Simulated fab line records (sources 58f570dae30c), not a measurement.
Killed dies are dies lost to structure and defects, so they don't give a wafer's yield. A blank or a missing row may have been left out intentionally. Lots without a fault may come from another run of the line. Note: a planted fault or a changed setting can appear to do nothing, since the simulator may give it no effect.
One fault through the eyes of 2 desks ; flow berkeleyCmos170 ; each desk holds nothing but its own numbers, with what lay behind them at the end

## METROLOGY DESK
Lot by lot, what the gauges showed, no matter which tool ran the lot: averages of those sampled wafers that carry a number. If a lot's mean is further than 4 standard deviations from the usual mean, the lot is out of limits and carries the mark OUT (the distance appears in the brackets).
Columns: A = V2_BOW at UCB170_V2_BOW_MEAS_03, usual 36 um; B = cdNm at UCB170_V2_CD_MEAS_12, usual 699.5 nm
lot;first seen here;A;B
L479;day 7 21:05;36;697.8
L482;day 8 01:06;37;698.1
L481;day 8 01:30;47;699.6
L484;day 8 23:31;29;701.2
L486;day 9 18:05;34;699.4
L491;day 10 10:16;44;698.8
L492;day 10 13:24;32;699.4
L494;day 11 03:43;39;699.4
L495;day 11 04:14;38;699.3
L496;day 11 06:34;26;701.3
L498;day 12 02:49;37;698.8
L499;day 12 03:16;31;697.5
L501;day 12 06:26;41;697.7
L500;day 12 15:24;31;699.7
This desk's finding: nothing out of limits on any of the 14 lots.

## TOOL OWNER'S DESK, lithoTrack-02
The tool's own readings at UCB170_M3_HMDS_04 (prime time 60 s): means of the sampled wafers that have a number, for each lot that ran on this tool. If a lot's mean is further than 4 standard deviations from the usual mean, the lot is out of limits and carries the mark OUT (the distance appears in the brackets).
Columns: A = primeTempC at UCB170_M3_HMDS_04, usual 100.01 C
lot;first seen here;A
L486;day 9 20:25;100.05
L491;day 10 12:47;100.14
L495;day 11 08:14;100.13
L496;day 11 09:20;99.90
L498;day 12 05:07;103.73 (+31) OUT
L501;day 12 09:44;103.67 (+30) OUT
Finding of this desk: L498, L501 out of limits; the first was L498 at day 12 05:07, on primeTempC at UCB170_M3_HMDS_04. L486, L491, L495, L496 stayed within limits.

## ALL TOGETHER
At day 12 05:07, on L498, L501, the tool owner's desk was in a position to raise an alarm.
Metrology desk: nothing out of limits seen.
The metrology desk holds a record of L498, L501, inside its limits.
UCB170_M3_HMDS_04 was run on lithoTrack-02 by each of the lots named.

## WHAT THE SIMULATOR HAD INSERTED
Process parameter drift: lithoTrack-02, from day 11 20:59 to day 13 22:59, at UCB170_M3_HMDS_04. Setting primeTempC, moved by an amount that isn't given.
Lots struck among those shown: L498, L501.
Hours from the fault's start to each desk's first reading out of limits: the tool owner's desk, 8.
